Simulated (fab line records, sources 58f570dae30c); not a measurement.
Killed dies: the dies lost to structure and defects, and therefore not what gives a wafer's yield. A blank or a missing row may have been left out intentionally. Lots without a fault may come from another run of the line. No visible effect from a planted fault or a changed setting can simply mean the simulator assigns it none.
Lot-split experiment :: flow berkeley cmos170 :: 5 lots, 23 wafers read, on a route of 331 steps

THE SPLIT ITSELF
At UCB170_PSD_IMPLANT_08, the setting energy kev was moved away from the recipe's 20 on 10 of the 23 wafers read, by -5.2% to +4.0%. The other wafers ran this setting at the recipe's value.

FROM THE SPLIT TO THE READING: what the file shows between them, 6 steps
- UCB170_PSD_STRIP_09: strips in O2
- UCB170_NSD_IMPLANT_08 (also split here: energy kev)
- UCB170_NSD_STRIP_09: strips in O2
- UCB170_NSD_CLEAN_11: cleans in SPM, time 600 s
- UCB170_SDANNEAL_RTA_00: time 10 s
- UCB170_SDANNEAL_RTA_01: time 5 s

THE READING
At UCB170_SDANNEAL_RS_MEAS_02, a four-point-probe measurement gives PSD_RS in ohm/sq. Typical for fault-free wafers on this fab line: 75.47 ohm/sq, with standard deviation 0.25 ohm/sq.

wafer: L074.1
tool, chamber at the split: implanter-04, 0
energy kev as run: 19.68
against the recipe: -1.6%
PSD_RS, ohm/sq: 75.39
against lot-mates on the recipe: +0.00

wafer: L074.2
tool, chamber at the split: implanter-04, 0
energy kev as run: 19.68
against the recipe: -1.6%
PSD_RS, ohm/sq: 75.58
against lot-mates on the recipe: +0.19

wafer: L074.4
tool, chamber at the split: implanter-04, 0
energy kev as run: 19.68
against the recipe: -1.6%
PSD_RS, ohm/sq: 75.40
against lot-mates on the recipe: +0.01

wafer: L074.5
tool, chamber at the split: implanter-04, 0
energy kev as run: 20
against the recipe: recipe
PSD_RS, ohm/sq: 75.45
against lot-mates on the recipe: -

wafer: L074.6
tool, chamber at the split: implanter-04, 0
energy kev as run: 20
against the recipe: recipe
PSD_RS, ohm/sq: 75.33
against lot-mates on the recipe: -

wafer: L075.2
tool, chamber at the split: implanter-02, 0
energy kev as run: 20
against the recipe: recipe
PSD_RS, ohm/sq: 75.93
against lot-mates on the recipe: -

wafer: L075.3
tool, chamber at the split: implanter-02, 0
energy kev as run: 18.96
against the recipe: -5.2%
PSD_RS, ohm/sq: 76.37
against lot-mates on the recipe: +0.61

wafer: L075.4
tool, chamber at the split: implanter-02, 0
energy kev as run: 18.96
against the recipe: -5.2%
PSD_RS, ohm/sq: 76.29
against lot-mates on the recipe: +0.53

wafer: L075.5
tool, chamber at the split: implanter-02, 0
energy kev as run: 20
against the recipe: recipe
PSD_RS, ohm/sq: 75.64
against lot-mates on the recipe: -

wafer: L075.6
tool, chamber at the split: implanter-02, 0
energy kev as run: 20
against the recipe: recipe
PSD_RS, ohm/sq: 75.70
against lot-mates on the recipe: -

wafer: L078.2
tool, chamber at the split: implanter-03, 0
energy kev as run: 20
against the recipe: recipe
PSD_RS, ohm/sq: 75.28
against lot-mates on the recipe: -

wafer: L078.3
tool, chamber at the split: implanter-03, 0
energy kev as run: 20.81
against the recipe: +4.0%
PSD_RS, ohm/sq: 74.91
against lot-mates on the recipe: -0.47

wafer: L078.4
tool, chamber at the split: implanter-03, 0
energy kev as run: 20
against the recipe: recipe
PSD_RS, ohm/sq: 75.39
against lot-mates on the recipe: -

wafer: L078.5
tool, chamber at the split: implanter-03, 0
energy kev as run: 20.81
against the recipe: +4.0%
PSD_RS, ohm/sq: 74.88
against lot-mates on the recipe: -0.50

wafer: L078.6
tool, chamber at the split: implanter-03, 0
energy kev as run: 20
against the recipe: recipe
PSD_RS, ohm/sq: 75.48
against lot-mates on the recipe: -

wafer: L079.1
tool, chamber at the split: implanter-02, 0
energy kev as run: 20
against the recipe: recipe
PSD_RS, ohm/sq: 75.12
against lot-mates on the recipe: -

wafer: L079.2
tool, chamber at the split: implanter-02, 0
energy kev as run: 20
against the recipe: recipe
PSD_RS, ohm/sq: 74.99
against lot-mates on the recipe: -

wafer: L079.3
tool, chamber at the split: implanter-02, 0
energy kev as run: 20
against the recipe: recipe
PSD_RS, ohm/sq: 75.09
against lot-mates on the recipe: -

wafer: L084.1
tool, chamber at the split: implanter-02, 0
energy kev as run: 19.35
against the recipe: -3.2%
PSD_RS, ohm/sq: 75.93
against lot-mates on the recipe: +0.35

wafer: L084.3
tool, chamber at the split: implanter-02, 0
energy kev as run: 20
against the recipe: recipe
PSD_RS, ohm/sq: 75.46
against lot-mates on the recipe: -

wafer: L084.4
tool, chamber at the split: implanter-02, 0
energy kev as run: 20
against the recipe: recipe
PSD_RS, ohm/sq: 75.71
against lot-mates on the recipe: -

wafer: L084.5
tool, chamber at the split: implanter-02, 0
energy kev as run: 19.35
against the recipe: -3.2%
PSD_RS, ohm/sq: 76.25
against lot-mates on the recipe: +0.67

wafer: L084.6
tool, chamber at the split: implanter-02, 0
energy kev as run: 19.35
against the recipe: -3.2%
PSD_RS, ohm/sq: 75.76
against lot-mates on the recipe: +0.18

FIT RESULTS
A straight line over all 23 wafers: PSD_RS changes by -0.153 ohm/sq for each +1% of energy kev; r = -0.83; the points scatter about the line by 0.24 ohm/sq.
The same after taking each lot's own level away (the mean of its wafers on the recipe; 23 wafers): -0.114 ohm/sq for each +1%; r = -0.91; scatter 0.12 ohm/sq.
The reading moves by 0.59 ohm/sq for the largest change in energy kev, on that fit.
The lots' own levels span 75.067 to 75.757 ohm/sq, that is 2.8 times the standard deviation above.
In other words, the slope is changed by the lot-to-lot level; the two fits disagree.
Check: for one of the wafers moved furthest among these (-5.2%), held out of the fit, the line's prediction against its lot-mates is +0.565 ohm/sq. Against them it came out at +0.613 ohm/sq.

ADDITIONAL SPLITS CARRIED BY THESE WAFERS
These wafers also went through other splits before the reading. Each is held against what the fit with the lots' levels taken away leaves over:
other split on the same wafers: UCB170_PLDD_COAT_01 resist thk nm
wafers away from the commonest value: 9
r with PSD_RS (lot level and that fit taken away): +0.13

other split on the same wafers: UCB170_NLDD_STRIP_10 o2 flow sccm
wafers away from the commonest value: 7
r with PSD_RS (lot level and that fit taken away): +0.10

other split on the same wafers: UCB170_NSD_IMPLANT_08 energy kev
wafers away from the commonest value: 10
r with PSD_RS (lot level and that fit taken away): +0.29

THE WHOLE CHAIN: every reading that the file lists as answering this split, in the file's order
step: UCB170_PSD_IMPLANT_08
what it does: 
reading: implant.rp nm (the simulator's own value, which no gauge read)
change (the file's fit): +0.648 nm for each +1% of the setting
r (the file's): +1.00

step: UCB170_PSD_IMPLANT_08
what it does: 
reading: implant.drp nm (the simulator's own value, which no gauge read)
change (the file's fit): +0.206 nm for each +1% of the setting
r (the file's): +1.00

step: UCB170_PSD_STRIP_09
what it does: strips in O2
reading: strip time to endpoint s
change (the file's fit): withheld for each +1% of the setting
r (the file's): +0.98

step: UCB170_SDANNEAL_RS_MEAS_02
what it does: measures by four-point-probe
reading: PSD_RS
change (the file's fit): -0.112 for each +1% of the setting
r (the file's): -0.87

THE FILE'S OWN FIT
PSD_RS changes by -0.112 ohm/sq for each +1% of energy kev, r = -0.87.
